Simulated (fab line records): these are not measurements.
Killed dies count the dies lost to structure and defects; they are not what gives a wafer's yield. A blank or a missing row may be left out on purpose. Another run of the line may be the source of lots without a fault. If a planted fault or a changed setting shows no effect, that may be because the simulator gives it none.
Which of the tools did it? | flow ritCmos | 21 wafers from 7 lots sampled at 2 of the route's 202 steps

== WHAT THE GAUGES SHOWED, per wafer ==
RIT_M1_RS_MEAS_01: measures by four-point-probe.
lot  | measured    | on           | M1_AL_RS (ohm/sq)
L973 | day 3 20:29 | filmMetro-01 | 0.0736 0.0737 0.0735
L975 | day 4 02:59 | filmMetro-02 | 0.0734 0.0733 0.0733
L985 | day 6 03:43 | filmMetro-01 | 0.0357 0.0361 0.0359
L988 | day 6 15:06 | filmMetro-03 | 0.0735 0.0738 0.0735
L990 | day 7 06:22 | filmMetro-01 | 0.0741 0.0733 0.0738
L992 | day 7 16:35 | filmMetro-02 | 0.0734 0.0723 0.0727
L994 | day 8 01:01 | filmMetro-03 | 0.0729 0.0737 0.0726

== TOOL THAT RAN EACH LOT (tool first, then ch and the chambers of the sampled wafers, then the start) ==
lot  | RIT_M1_SPUTTER_00
L973 | pvdSputter-02, day 3 20:11
L975 | pvdSputter-02, day 4 02:40
L985 | pvdSputter-02, day 6 02:56
L988 | pvdSputter-04, day 6 14:47
L990 | pvdSputter-02, day 7 06:04
L992 | pvdSputter-02, day 7 16:16
L994 | pvdSputter-01, day 8 00:41
- RIT_M1_SPUTTER_00: material Al, target thk 400 nm, time 500 s.

== THE ANSWER, worked out from the rows above alone ==
Rule: what is usual is taken from the lots themselves. Put in order of their means at a reading, lots are off if they are a third of the lots or fewer, leave a main group of 4 or more, and stand apart from it by a gap of 3 or more times the standard deviation of the main group's means; of several such gaps the widest counts. Not used: any main group whose means are identical at the precision the tables above print for the reading. Also off: a lot with no number at a reading for which 4 or more lots have one. The other lots that the step has rows for count as sound.
Off: L985, at RIT_M1_RS_MEAS_01 (M1_AL_RS). Main group: mean 0.0734 ohm/sq, sd 0.00033.
If a tool, at a process step before that reading, ran all the lots that are off and no sound lot after the first of them, it fits. Those tools and the gauges at RIT_M1_RS_MEAS_01 are tried in the same way. Not one of the candidates tried fits.

== WHAT THE SIMULATOR PUT IN ==
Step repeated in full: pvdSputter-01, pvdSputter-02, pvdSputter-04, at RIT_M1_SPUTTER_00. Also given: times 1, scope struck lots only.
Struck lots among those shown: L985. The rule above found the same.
